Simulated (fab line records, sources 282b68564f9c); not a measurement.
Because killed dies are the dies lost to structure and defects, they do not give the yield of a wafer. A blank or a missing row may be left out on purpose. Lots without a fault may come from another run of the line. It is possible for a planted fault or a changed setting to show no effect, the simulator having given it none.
fab line records ; flow ritCmos
record lots=15; wafers=45; lastDay=7
route steps=202 shown ACTIVE@2 M1@202
lots untouched by any fault: they come from a run of this same line in which no faults occurred
startH: the number of hours between the record's first day and the start of the first shown wafer of the lot ; waitH: hours since the lot's step before ; " identical to the entry in the row above ; L1.1+2: a row that stands for several wafers ; - no value, or no start was given ; * or withheld: withheld ; < > ~ a bound
route shown NAME@n: names a module that has steps shown in the file, with the first one's number in the route ; usual: mean and standard deviation over wafers with no fault ; same: alike in all rows ; chamber/n: place in a boat ; sites: per-site readings ; _std_site: standard deviation of those values ; _edge_site: outer sites' mean less inner sites' ; radiusMm: how far each site lies from the wafer's centre ; mask NAME#n: copy n ; behind: tool/chamber where the wafer was last shaped ; hold: what put the lot on hold/how long, in hours/how the hold closed ; device: the transistor (n, p or np) that didn't switch ; end of line: the route-end tests of the same wafers ; a step without rows: its recipe alone ; killed: the dies lost at the first sort to structure and to defects; this is not the yield of the wafer ; map: per-die view of a wafer (x killed, . not killed, _ where there is no die)
set.NAME: the setting that was run; set.NAME@STEP: the one run at that earlier step ; model.NAME: the simulator's own value behind a step, which no gauge read
steps of the route over a sample of lots; a table a step, a row a wafer
services: from which hour (startH, from the record's first day; less than 0 if before it) a tool's chamber was out of use, for how many hours, and why
## steps
# step RIT_ACTIVE_OXIDATION_01
# recipe tempC=1000; ambient=O2; targetThkA=468; oxTimeS=3360
# usual spikeTcCentreC=1003.5/1; spikeTcLoadC=1026/3.7; spikeTcSourceC=1026.9/2.3; tubeCenterTempC=999.99/0.091; tube_center_temp_C_max=1002.6/0.44
lot.wafer;tool;chamber;startH;waitH;spikeTcCentreC;spikeTcLoadC;spikeTcSourceC;tubeCenterTempC;tube_center_temp_C_max
L839.2;furnace-04;0;10.12;0.1;1003.3;1031;1030.2;1000.2;1002.7
L839.3;furnace-04;0;10.12;0.1;1001.9;1032;1030.5;999.94;1002.5
L839.4;furnace-04;0;10.12;0.1;1003.0;1031;1029.7;999.96;1003.6
L840.1;furnace-02;0;15.12;0.1;1001.8;1023;1023.3;999.98;1002.5
L840.2;furnace-02;0;15.12;0.1;1002.8;1024;1024.3;1000.1;1003.1
L840.5;furnace-02;0;15.12;0.1;1004.5;1022;1022.3;999.87;1002.5
L841.1;furnace-03;0;20.12;0.1;1004.9;1025;1028.3;999.92;1002.3
L841.2;furnace-03;0;20.12;0.1;1002.6;1024;1026.1;999.94;1002.2
L841.5;furnace-03;0;20.12;0.1;1003.1;1024;1027.7;1000;1002.6
L842.1;furnace-03;0;25.12;0.1;1002.9;1026;1027.8;1000;1002.7
L842.3;furnace-03;0;25.12;0.1;1004.6;1025;1026.4;999.85;1002.2
L842.4;furnace-03;0;25.12;0.1;1002.9;1023;1028.5;1000.1;1002.9
L843.2;furnace-04;0;30.12;0.1;1003.3;1030;1029.4;1000;1002.2
L843.4;furnace-04;0;30.12;0.1;1002.8;1032;1031.7;999.93;1002.2
L843.5;furnace-04;0;30.12;0.1;1000.7;1033;1029.3;1000.1;1003.0
L844.2;furnace-03;0;35.12;0.1;1003.7;1025;1026.1;1000;1002.4
L844.5;furnace-03;0;35.12;0.1;1003.8;1023;1029.0;999.92;1003.4
L844.6;furnace-03;0;35.12;0.1;1002.6;1024;1027.1;999.98;1002.1
L845.1;furnace-03;0;41.42;1.4;1005.1;1024;1027.8;999.96;1002.7
L845.3;furnace-03;0;41.42;1.4;1002.8;1024;1027.1;1000.2;1002.1
L845.4;furnace-03;0;41.42;1.4;1004.7;1024;1027.9;999.83;1002.7
L846.1;furnace-04;0;45.37;0.4;1002.8;1031;1027.6;999.93;1002.0
L846.2;furnace-04;0;45.37;0.4;1002.7;1031;1029.9;999.85;1002.3
L846.5;furnace-04;0;45.37;0.4;1002.4;1031;1028.0;999.95;1003.8
L850.1;furnace-03;0;65.12;0.1;1003.4;1024;1028.2;1000.1;1003.5
L850.2;furnace-03;0;65.12;0.1;1004.8;1026;1027.8;1000;1003.3
L850.5;furnace-03;0;65.12;0.1;1003.2;1025;1027.4;1000;1003.2
L852.4;furnace-03;0;75.82;0.7;1003.1;1024;1028.6;999.91;1003.6
L852.5;furnace-03;0;75.82;0.7;1002.5;1024;1027.3;999.99;1002.4
L852.6;furnace-03;0;75.82;0.7;1002.1;1024;1027.1;1000.1;1002.9
L855.1;furnace-03;0;91.60;1.6;980.6;1000;1003.5;976.71;979.1
L855.3;furnace-03;0;91.60;1.6;980.2;1000;1002.4;976.83;979.9
L855.6;furnace-03;0;91.60;1.6;981.8;1001;1002.9;976.76;979.1
L856.1;furnace-03;0;95.12;0.1;981.4;1000;1002.1;976.74;979.0
L856.2;furnace-03;0;95.12;0.1;980.7;1001;1004.2;976.76;979.5
L856.6;furnace-03;0;95.12;0.1;981.8;1001;1003.3;976.75;978.8
L857.2;furnace-03;0;101.29;1.2;981.0;997;1001.6;976.76;979.2
L857.3;furnace-03;0;101.29;1.2;981.4;1000;1005.7;976.73;980.0
L857.5;furnace-03;0;101.29;1.2;980.9;1000;1002.6;976.68;978.7
L858.2;furnace-04;0;107.14;2.1;1004.8;1031;1027.7;999.8;1002.1
L858.3;furnace-04;0;107.14;2.1;1002.6;1030;1028.4;999.91;1002.5
L858.6;furnace-04;0;107.14;2.1;1003.6;1031;1029.6;999.87;1002.6
L862.1;furnace-04;0;125.12;0.1;1004.5;1030;1030.1;1000.1;1002.6
L862.2;furnace-04;0;125.12;0.1;1003.3;1031;1027.9;999.95;1002.1
L862.3;furnace-04;0;125.12;0.1;1002.6;1030;1028.9;1000.1;1002.2
# step RIT_ACTIVE_THK_MEAS_02
# recipe reads=SiO2_of_ACTIVE_OXIDATION_01
# usual ACTIVE_OXIDE_THK=46.5/0.74
lot.wafer;tool;chamber;startH;waitH;ACTIVE_OXIDE_THK[nm]
L839.2;filmMetro-03;-;12.06;0.0;46.4
L839.3;filmMetro-03;-;12.06;0.0;46.5
L839.4;filmMetro-03;-;12.06;0.0;46.3
L840.1;filmMetro-03;-;17.05;0.0;47.9
L840.2;filmMetro-03;-;17.05;0.0;47.5
L840.5;filmMetro-03;-;17.05;0.0;47.3
L841.1;filmMetro-04;-;22.05;0.0;47.7
L841.2;filmMetro-04;-;22.05;0.0;46.6
L841.5;filmMetro-04;-;22.05;0.0;47.8
L842.1;filmMetro-02;-;27.05;0.0;46.7
L842.3;filmMetro-02;-;27.05;0.0;46.0
L842.4;filmMetro-02;-;27.05;0.0;46.6
L843.2;filmMetro-02;-;32.06;0.0;47.3
L843.4;filmMetro-02;-;32.06;0.0;47.1
L843.5;filmMetro-02;-;32.06;0.0;47.6
L844.2;filmMetro-04;-;37.06;0.0;46.2
L844.5;filmMetro-04;-;37.06;0.0;46.8
L844.6;filmMetro-04;-;37.06;0.0;46.1
L845.1;filmMetro-04;-;43.35;0.0;46.2
L845.3;filmMetro-04;-;43.35;0.0;45.6
L845.4;filmMetro-04;-;43.35;0.0;46.3
L846.1;filmMetro-03;-;47.31;0.0;46.7
L846.2;filmMetro-03;-;47.31;0.0;47.1
L846.5;filmMetro-03;-;47.31;0.0;47.4
L850.1;filmMetro-03;-;67.05;0.0;45.9
L850.2;filmMetro-03;-;67.05;0.0;46.0
L850.5;filmMetro-03;-;67.05;0.0;45.5
L852.4;filmMetro-03;-;77.79;0.0;46.6
L852.5;filmMetro-03;-;77.79;0.0;45.9
L852.6;filmMetro-03;-;77.79;0.0;45.7
L855.1;filmMetro-04;-;93.53;0.0;37.5
L855.3;filmMetro-04;-;93.53;0.0;37.2
L855.6;filmMetro-04;-;93.53;0.0;35.9
L856.1;filmMetro-04;-;97.05;0.0;37.8
L856.2;filmMetro-04;-;97.05;0.0;37.5
L856.6;filmMetro-04;-;97.05;0.0;37.4
L857.2;filmMetro-04;-;103.23;0.0;38.3
L857.3;filmMetro-04;-;103.23;0.0;37.7
L857.5;filmMetro-04;-;103.23;0.0;37.5
L858.2;filmMetro-04;-;109.08;0.0;45.3
L858.3;filmMetro-04;-;109.08;0.0;46.5
L858.6;filmMetro-04;-;109.08;0.0;46.9
L862.1;filmMetro-02;-;127.05;0.0;46.5
L862.2;filmMetro-02;-;127.05;0.0;46.9
L862.3;filmMetro-02;-;127.05;0.0;46.9
# step RIT_ACTIVE_THK_MEAS_04
# recipe reads=Si3N4_of_ACTIVE_CVD_03
# usual ACTIVE_NITRIDE_THK=149.9/1.5
lot.wafer;tool;chamber;startH;waitH;ACTIVE_NITRIDE_THK[nm]
L839.2;filmMetro-04;-;13.54;0.0;151.7
L839.3;filmMetro-04;-;13.54;0.0;152.4
L839.4;filmMetro-04;-;13.54;0.0;151.9
L840.1;filmMetro-03;-;18.53;0.0;152.0
L840.2;filmMetro-03;-;18.53;0.0;151.1
L840.5;filmMetro-03;-;18.53;0.0;150.2
L841.1;filmMetro-03;-;23.53;0.0;148.7
L841.2;filmMetro-03;-;23.53;0.0;149.5
L841.5;filmMetro-03;-;23.53;0.0;149.5
L842.1;filmMetro-03;-;28.85;0.0;151.0
L842.3;filmMetro-03;-;28.85;0.0;151.3
L842.4;filmMetro-03;-;28.85;0.0;151.0
L843.2;filmMetro-02;-;34.25;0.0;150.3
L843.4;filmMetro-02;-;34.25;0.0;149.7
L843.5;filmMetro-02;-;34.25;0.0;150.8
L844.2;filmMetro-02;-;38.54;0.0;146.5
L844.5;filmMetro-02;-;38.54;0.0;146.8
L844.6;filmMetro-02;-;38.54;0.0;146.6
L845.1;filmMetro-03;-;44.83;0.0;149.6
L845.3;filmMetro-03;-;44.83;0.0;150.4
L845.4;filmMetro-03;-;44.83;0.0;150.6
L846.1;filmMetro-03;-;48.78;0.0;150.7
L846.2;filmMetro-03;-;48.78;0.0;149.5
L846.5;filmMetro-03;-;48.78;0.0;148.6
L850.1;filmMetro-04;-;68.53;0.0;149.0
L850.2;filmMetro-04;-;68.53;0.0;149.0
L850.5;filmMetro-04;-;68.53;0.0;148.8
L852.4;filmMetro-04;-;79.26;0.0;150.8
L852.5;filmMetro-04;-;79.26;0.0;150.8
L852.6;filmMetro-04;-;79.26;0.0;150.8
L855.1;filmMetro-03;-;95.01;0.0;151.4
L855.3;filmMetro-03;-;95.01;0.0;152.3
L855.6;filmMetro-03;-;95.01;0.0;153.7
L856.1;filmMetro-04;-;98.53;0.0;149.1
L856.2;filmMetro-04;-;98.53;0.0;150.0
L856.6;filmMetro-04;-;98.53;0.0;150.7
L857.2;filmMetro-04;-;104.71;0.0;148.4
L857.3;filmMetro-04;-;104.71;0.0;148.6
L857.5;filmMetro-04;-;104.71;0.0;148.6
L858.2;filmMetro-03;-;110.56;0.0;149.2
L858.3;filmMetro-03;-;110.56;0.0;149.3
L858.6;filmMetro-03;-;110.56;0.0;148.8
L862.1;filmMetro-03;-;128.53;0.0;149.5
L862.2;filmMetro-03;-;128.53;0.0;149.7
L862.3;filmMetro-03;-;128.53;0.0;150.4
# step RIT_ACTIVE_STRIP_14
# recipe chemistry=O2; timeS=180; resist=NOVOLAK; platenTempC=withheld; powerW=500; pressureMtorr=4000; o2FlowSccm=4000
# usual drypumpMotorCurrentA=5.6/0.63
lot.wafer;tool;chamber;startH;waitH;drypumpMotorCurrentA;rfHoursCounterH
L839.2;plasmaAsher-02;1;14.97;0.1;4.7;24
L839.3;plasmaAsher-02;1;14.97;0.1;4.7;-
L839.4;plasmaAsher-02;0;14.97;0.1;5.7;-
L840.1;plasmaAsher-02;0;19.84;0.1;5.7;24
L840.2;plasmaAsher-02;1;19.84;0.1;4.7;24
L840.5;plasmaAsher-02;0;19.84;0.1;5.7;-
L841.1;plasmaAsher-04;1;24.84;0.1;6.3;38
L841.2;plasmaAsher-04;0;24.84;0.1;5.0;38
L841.5;plasmaAsher-04;0;24.84;0.1;5.0;-
L842.1;plasmaAsher-02;1;30.29;0.1;4.7;25
L842.3;plasmaAsher-02;1;30.29;0.1;4.7;-
L842.4;plasmaAsher-02;0;30.29;0.1;5.7;-
L843.2;plasmaAsher-04;1;35.55;0.1;6.3;39
L843.4;plasmaAsher-04;1;35.55;0.1;6.3;-
L843.5;plasmaAsher-04;0;35.55;0.1;5.0;-
L844.2;plasmaAsher-04;1;40.22;0.1;6.3;39
L844.5;plasmaAsher-04;1;40.22;0.1;6.3;-
L844.6;plasmaAsher-04;0;40.22;0.1;5.0;-
L845.1;plasmaAsher-04;0;46.14;0.1;5.0;40
L845.3;plasmaAsher-04;0;46.14;0.1;5.0;-
L845.4;plasmaAsher-04;1;46.14;0.1;6.3;-
L846.1;plasmaAsher-02;1;50.10;0.1;4.7;27
L846.2;plasmaAsher-02;0;50.10;0.1;5.7;27
L846.5;plasmaAsher-02;0;50.10;0.1;5.7;-
L850.1;plasmaAsher-01;1;69.87;0.1;6.1;40
L850.2;plasmaAsher-01;0;69.87;0.1;6.4;40
L850.5;plasmaAsher-01;0;69.87;0.1;6.3;-
L852.4;plasmaAsher-01;0;80.73;0.1;6.3;-
L852.5;plasmaAsher-01;0;80.73;0.1;6.3;-
L852.6;plasmaAsher-01;1;80.73;0.1;6.0;-
L855.1;plasmaAsher-02;1;96.45;0.1;4.7;32
L855.3;plasmaAsher-02;0;96.45;0.1;5.7;-
L855.6;plasmaAsher-02;1;96.45;0.1;4.7;-
L856.1;plasmaAsher-04;1;99.84;0.1;6.2;46
L856.2;plasmaAsher-04;0;99.84;0.1;5.0;46
L856.6;plasmaAsher-04;0;99.84;0.1;5.0;-
L857.2;plasmaAsher-04;1;106.01;0.1;6.3;46
L857.3;plasmaAsher-04;0;106.01;0.1;5.0;-
L857.5;plasmaAsher-04;1;106.01;0.1;6.3;-
L858.2;plasmaAsher-04;1;111.99;0.1;6.3;47
L858.3;plasmaAsher-04;1;111.99;0.1;6.3;-
L858.6;plasmaAsher-04;1;111.99;0.1;6.3;-
L862.1;plasmaAsher-04;1;129.98;0.1;6.3;50
L862.2;plasmaAsher-04;0;129.98;0.1;5.0;50
L862.3;plasmaAsher-04;0;129.98;0.1;5.0;-
# step RIT_ACTIVE_CD_MEAS_90
# recipe targetCdNm=1400
# usual cdNm=1400.0/2.2
lot.wafer;tool;chamber;startH;waitH;cdNm
L839.2;cdSem-02;-;15.16;0.1;1400.1
L839.3;cdSem-02;-;15.16;0.1;1395.7
L839.4;cdSem-02;-;15.16;0.1;1397.7
L840.1;cdSem-01;-;20.02;0.1;1401.4
L840.2;cdSem-01;-;20.02;0.1;1401.2
L840.5;cdSem-01;-;20.02;0.1;1402.6
L841.1;cdSem-01;-;25.02;0.1;1398.5
L841.2;cdSem-01;-;25.02;0.1;1400.2
L841.5;cdSem-01;-;25.02;0.1;1398.4
L842.1;cdSem-01;-;30.47;0.1;1398.0
L842.3;cdSem-01;-;30.47;0.1;1397.0
L842.4;cdSem-01;-;30.47;0.1;1396.0
L843.2;cdSem-01;-;35.75;0.1;1395.1
L843.4;cdSem-01;-;35.75;0.1;1392.6
L843.5;cdSem-01;-;35.75;0.1;1395.5
L844.2;cdSem-01;-;40.41;0.1;1398.7
L844.5;cdSem-01;-;40.41;0.1;1397.7
L844.6;cdSem-01;-;40.41;0.1;1394.3
L845.1;cdSem-01;-;46.32;0.1;1400.2
L845.3;cdSem-01;-;46.32;0.1;1402.9
L845.4;cdSem-01;-;46.32;0.1;1402.4
L846.1;cdSem-02;-;50.27;0.1;1399.1
L846.2;cdSem-02;-;50.27;0.1;1401.5
L846.5;cdSem-02;-;50.27;0.1;1401.4
L850.1;cdSem-02;-;70.05;0.1;1402.3
L850.2;cdSem-02;-;70.05;0.1;1400.1
L850.5;cdSem-02;-;70.05;0.1;1402.2
L852.4;cdSem-02;-;80.91;0.1;1399.7
L852.5;cdSem-02;-;80.91;0.1;1398.6
L852.6;cdSem-02;-;80.91;0.1;1399.7
L855.1;cdSem-02;-;96.62;0.1;1402.4
L855.3;cdSem-02;-;96.62;0.1;1401.5
L855.6;cdSem-02;-;96.62;0.1;1401.7
L856.1;cdSem-02;-;100.02;0.1;1397.4
L856.2;cdSem-02;-;100.02;0.1;1396.5
L856.6;cdSem-02;-;100.02;0.1;1397.2
L857.2;cdSem-02;-;106.21;0.1;1399.9
L857.3;cdSem-02;-;106.21;0.1;1401.5
L857.5;cdSem-02;-;106.21;0.1;1401.9
L858.2;cdSem-02;-;112.18;0.1;1398.6
L858.3;cdSem-02;-;112.18;0.1;1396.9
L858.6;cdSem-02;-;112.18;0.1;1396.5
L862.1;cdSem-02;-;130.16;0.1;1402.6
L862.2;cdSem-02;-;130.16;0.1;1403.6
L862.3;cdSem-02;-;130.16;0.1;1404.0
# step RIT_M1_PROBE_99
# usual killedAtFrontEnd=7/3.1; killedDies=7/3.1; killedOpen=3.6/2.1; killedShort=3.2/2
# same grossDies=264; killed_at_M0_to_M3=0; killed_at_M4_up=0; killedAtBackSide=0; killedAtContacts=0; killedAtOther=0
lot.wafer;tool;chamber;startH;waitH;killedAtFrontEnd;killedDies;killedOpen;killedShort
L839.2;prober-02;-;57.98;0.1;5;5;1;4
L839.3;prober-02;-;58.03;0.2;11;11;7;4
L839.4;prober-02;-;58.08;0.2;8;8;5;3
L840.1;prober-01;-;64.00;0.1;11;11;5;6
L840.2;prober-01;-;64.05;0.1;10;10;3;7
L840.5;prober-01;-;64.20;0.2;7;7;4;3
L841.1;prober-02;-;69.36;0.1;7;7;4;3
L841.2;prober-02;-;69.41;0.1;4;4;2;2
L841.5;prober-02;-;69.56;0.2;6;6;4;2
L842.1;prober-01;-;72.03;0.1;4;4;2;2
L842.3;prober-01;-;72.13;0.2;10;10;8;2
L842.4;prober-01;-;72.18;0.2;9;9;5;4
L843.2;prober-02;-;78.51;0.1;6;6;2;4
L843.4;prober-02;-;78.61;0.2;4;4;3;1
L843.5;prober-02;-;78.66;0.2;13;13;8;5
L844.2;prober-01;-;85.83;0.1;3;3;2;1
L844.5;prober-01;-;85.98;0.2;6;6;0;6
L844.6;prober-01;-;86.03;0.2;3;3;1;2
L845.1;prober-02;-;87.51;0.1;2;2;1;1
L845.3;prober-02;-;87.61;0.2;11;11;6;5
L845.4;prober-02;-;87.66;0.2;9;9;7;2
L846.1;prober-01;-;95.13;0.1;6;6;3;3
L846.2;prober-01;-;95.18;0.1;4;4;3;1
L846.5;prober-01;-;95.33;0.2;6;6;3;3
L850.1;prober-01;-;115.11;0.1;5;5;1;4
L850.2;prober-01;-;115.16;0.1;8;8;1;7
L850.5;prober-01;-;115.31;0.2;9;9;6;3
L852.4;prober-01;-;124.65;0.2;5;5;3;2
L852.5;prober-01;-;124.70;0.2;6;6;4;2
L852.6;prober-01;-;124.75;0.2;5;5;3;2
L855.1;prober-02;-;138.42;0.1;4;4;2;2
L855.3;prober-02;-;138.52;0.2;4;4;2;2
L855.6;prober-02;-;138.67;0.2;6;6;4;2
L856.1;prober-01;-;144.29;0.1;6;6;1;5
L856.2;prober-01;-;144.34;0.1;6;6;2;4
L856.6;prober-01;-;144.54;0.2;4;4;3;1
L857.2;prober-02;-;153.07;0.1;9;9;5;4
L857.3;prober-02;-;153.12;0.2;9;9;2;7
L857.5;prober-02;-;153.22;0.2;6;6;3;3
L858.2;prober-01;-;155.63;0.1;6;6;2;4
L858.3;prober-01;-;155.68;0.2;10;10;7;3
L858.6;prober-01;-;155.83;0.2;7;7;4;3
L862.1;prober-01;-;172.86;0.1;8;8;5;3
L862.2;prober-01;-;172.91;0.1;13;13;4;9
L862.3;prober-01;-;172.96;0.2;11;11;8;3
# killed by level:class
L839.2 FOX1:geometricParticle:short=1 FOX1:geometricParticle:open=1 GATE:geometricParticle:short=1 SPACER:geometricParticle:short=1 SILICIDE:geometricParticle:short=1
L839.3 GATE:geometricParticle:short=4 FOX2:geometricParticle:open=3 GATE:geometricParticle:open=3 SPACER:geometricParticle:open=1
L839.4 GATE:geometricParticle:open=2 FOX1:geometricParticle:open=1 FOX2:geometricParticle:short=1 GATE:geometricParticle:short=1 REOX:geometricParticle:open=1 SPACER:geometricParticle:short=1 SILICIDE:geometricParticle:open=1
L840.1 GATE:geometricParticle:open=3 GATE:geometricParticle:short=2 SPACER:geometricParticle:short=2 FOX2:geometricParticle:open=1 FOX2:geometricParticle:short=1 REOX:geometricParticle:short=1 SILICIDE:geometricParticle:open=1
L840.2 GATE:geometricParticle:short=4 FOX1:geometricParticle:short=2 GATE:geometricParticle:open=2 REOX:geometricParticle:open=1 REOX:geometricParticle:short=1
L840.5 GATE:geometricParticle:open=3 GATE:geometricParticle:short=2 FOX1:geometricParticle:open=1 SILICIDE:geometricParticle:short=1
L841.1 GATE:geometricParticle:open=2 FOX1:geometricParticle:short=1 FOX1:geometricParticle:open=1 FOX2:geometricParticle:short=1 GATE:geometricParticle:short=1 SILICIDE:geometricParticle:open=1
L841.2 FOX2:geometricParticle:open=2 REOX:geometricParticle:short=1 SILICIDE:geometricParticle:short=1
L841.5 GATE:geometricParticle:open=3 GATE:geometricParticle:short=2 FOX1:geometricParticle:open=1
L842.1 GATE:geometricParticle:open=1 REOX:geometricParticle:open=1 REOX:geometricParticle:short=1 SPACER:geometricParticle:short=1
L842.3 SPACER:geometricParticle:open=3 GATE:geometricParticle:open=2 FOX1:geometricParticle:open=1 FOX1:geometricParticle:short=1 FOX2:geometricParticle:open=1 REOX:geometricParticle:open=1 SPACER:geometricParticle:short=1
L842.4 GATE:geometricParticle:open=4 GATE:geometricParticle:short=2 SPACER:geometricParticle:short=2 REOX:geometricParticle:open=1
L843.2 FOX1:geometricParticle:short=1 FOX2:geometricParticle:short=1 FOX2:geometricParticle:open=1 REOX:geometricParticle:short=1 SPACER:geometricParticle:open=1 SILICIDE:geometricParticle:short=1
L843.4 FOX2:geometricParticle:open=1 GATE:geometricParticle:short=1 GATE:geometricParticle:open=1 SPACER:geometricParticle:open=1
L843.5 GATE:geometricParticle:open=5 FOX2:geometricParticle:short=2 REOX:geometricParticle:open=2 FOX2:geometricParticle:open=1 GATE:geometricParticle:short=1 REOX:geometricParticle:short=1 SPACER:geometricParticle:short=1
L844.2 FOX1:geometricParticle:short=1 FOX1:geometricParticle:open=1 GATE:geometricParticle:open=1
L844.5 GATE:geometricParticle:short=3 ACTIVE:geometricParticle:short=1 REOX:geometricParticle:short=1 SILICIDE:geometricParticle:short=1
L844.6 FOX1:geometricParticle:short=2 GATE:geometricParticle:open=1
L845.1 FOX1:geometricParticle:open=1 SILICIDE:geometricParticle:short=1
L845.3 GATE:geometricParticle:short=4 GATE:geometricParticle:open=3 REOX:geometricParticle:open=2 SILICIDE:geometricParticle:open=1 SILICIDE:geometricParticle:short=1
L845.4 FOX1:geometricParticle:open=4 GATE:geometricParticle:open=2 FOX1:geometricParticle:short=1 GATE:geometricParticle:short=1 REOX:geometricParticle:open=1
L846.1 FOX1:geometricParticle:open=1 FOX1:geometricParticle:short=1 GATE:geometricParticle:short=1 GATE:geometricParticle:open=1 SPACER:geometricParticle:short=1 SILICIDE:geometricParticle:open=1
L846.2 FOX1:geometricParticle:open=2 GATE:geometricParticle:short=1 REOX:geometricParticle:open=1
L846.5 FOX1:geometricParticle:open=2 REOX:geometricParticle:short=2 FOX1:geometricParticle:short=1 SPACER:geometricParticle:open=1
L850.1 GATE:geometricParticle:short=2 FOX1:geometricParticle:open=1 REOX:geometricParticle:short=1 SPACER:geometricParticle:short=1
L850.2 GATE:geometricParticle:short=3 FOX2:geometricParticle:short=2 SILICIDE:geometricParticle:short=2 GATE:geometricParticle:open=1
L850.5 GATE:geometricParticle:open=3 FOX1:geometricParticle:short=2 REOX:geometricParticle:open=2 FOX2:geometricParticle:short=1 SPACER:geometricParticle:open=1
L852.4 FOX2:geometricParticle:short=1 FOX2:geometricParticle:open=1 GATE:geometricParticle:open=1 SPACER:geometricParticle:short=1 SILICIDE:geometricParticle:open=1
L852.5 GATE:geometricParticle:open=3 FOX1:geometricParticle:open=1 FOX1:geometricParticle:short=1 GATE:geometricParticle:short=1
L852.6 GATE:geometricParticle:open=2 FOX1:geometricParticle:open=1 GATE:geometricParticle:short=1 SPACER:geometricParticle:short=1
L855.1 GATE:geometricParticle:short=1 GATE:geometricParticle:open=1 REOX:geometricParticle:short=1 REOX:geometricParticle:open=1
L855.3 SPACER:geometricParticle:open=2 REOX:geometricParticle:short=1 SPACER:geometricParticle:short=1
L855.6 REOX:geometricParticle:open=2 FOX2:geometricParticle:open=1 GATE:geometricParticle:open=1 GATE:geometricParticle:short=1 REOX:geometricParticle:short=1
L856.1 GATE:geometricParticle:short=2 FOX2:geometricParticle:short=1 GATE:geometricParticle:open=1 REOX:geometricParticle:short=1 SILICIDE:geometricParticle:short=1
L856.2 FOX2:geometricParticle:open=2 GATE:geometricParticle:short=2 FOX1:geometricParticle:short=1 SPACER:geometricParticle:short=1
L856.6 FOX2:geometricParticle:open=1 REOX:geometricParticle:short=1 REOX:geometricParticle:open=1 SPACER:geometricParticle:open=1
L857.2 SPACER:geometricParticle:open=3 GATE:geometricParticle:short=2 REOX:geometricParticle:short=2 FOX1:geometricParticle:open=1 REOX:geometricParticle:open=1
L857.3 REOX:geometricParticle:short=5 FOX2:geometricParticle:open=1 GATE:geometricParticle:short=1 GATE:geometricParticle:open=1 SPACER:geometricParticle:short=1
L857.5 FOX1:geometricParticle:short=2 FOX1:geometricParticle:open=1 REOX:geometricParticle:open=1 REOX:geometricParticle:short=1 SILICIDE:geometricParticle:open=1
L858.2 SILICIDE:geometricParticle:short=2 GATE:geometricParticle:short=1 GATE:geometricParticle:open=1 REOX:geometricParticle:open=1 SPACER:geometricParticle:short=1
L858.3 GATE:geometricParticle:open=2 SILICIDE:geometricParticle:short=2 SILICIDE:geometricParticle:open=2 FOX2:geometricParticle:open=1 REOX:geometricParticle:short=1 REOX:geometricParticle:open=1 SPACER:geometricParticle:open=1
L858.6 GATE:geometricParticle:open=2 SPACER:geometricParticle:open=2 SILICIDE:geometricParticle:short=2 GATE:geometricParticle:short=1
L862.1 GATE:geometricParticle:short=3 SPACER:geometricParticle:open=2 FOX1:geometricParticle:open=1 REOX:geometricParticle:open=1 SILICIDE:geometricParticle:open=1
L862.2 FOX1:geometricParticle:short=3 REOX:geometricParticle:open=3 REOX:geometricParticle:short=3 SPACER:geometricParticle:short=2 FOX1:geometricParticle:open=1 FOX2:geometricParticle:short=1
L862.3 GATE:geometricParticle:open=3 SPACER:geometricParticle:open=3 REOX:geometricParticle:short=1 REOX:geometricParticle:open=1 SPACER:geometricParticle:short=1 SILICIDE:geometricParticle:open=1 SILICIDE:geometricParticle:short=1
## services
tool;chamber;startH;hours;kind
plasmaAsher-02;-;-9.85;1.6;repair
furnace-04;-;13.29;2.7;pm
furnace-04;-;43.79;1.3;pm
furnace-04;-;58.94;3.5;pm
furnace-02;-;72.05;19.8;pm
furnace-02;-;91.84;3.5;pm
plasmaAsher-01;-;108.75;9.0;pm
plasmaAsher-01;0;108.75;9.0;ventCycle
plasmaAsher-01;1;108.75;9.0;ventCycle
plasmaAsher-01;-;115.26;0.9;repair
plasmaAsher-01;0;117.75;-;clean
plasmaAsher-01;1;117.75;-;clean
## key
firstSign step=RIT_ACTIVE_OXIDATION_01; reading=tubeCenterTempC; direction=down; sigmas=99+; usual=*; struck=*
effect step=RIT_ACTIVE_OXIDATION_01; reading=tube_center_temp_C_max; direction=down; sigmas=52; usual=*; struck=*
effect step=RIT_ACTIVE_THK_MEAS_02; reading=ACTIVE_OXIDE_THK; direction=down; sigmas=12; usual=46.5; struck=37.4
metAt RIT_ACTIVE_OXIDATION_01
struckLots L855,L856,L857
testerLeftOut L855,L856,L857
notActingAt RIT_ACTIVE_THK_MEAS_04,RIT_ACTIVE_STRIP_14,RIT_ACTIVE_CD_MEAS_90
onsetBetween 75.82 91.60
fault kind=processParameterDrift; tool=furnace-03; chamber=-; onsetH=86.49; steps=RIT_ACTIVE_OXIDATION_01; channel=tempC; offset=*; shape=step; endH=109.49; actsIn=*; stated=*
# testerLeftOut: of these lots the tester's yield and bins aren't shown, on N5 and GAA mostly nor the transistor test; their killed dies are dies lost to structure and defects alone, not to doping, threshold or leakage, so they don't give the yield
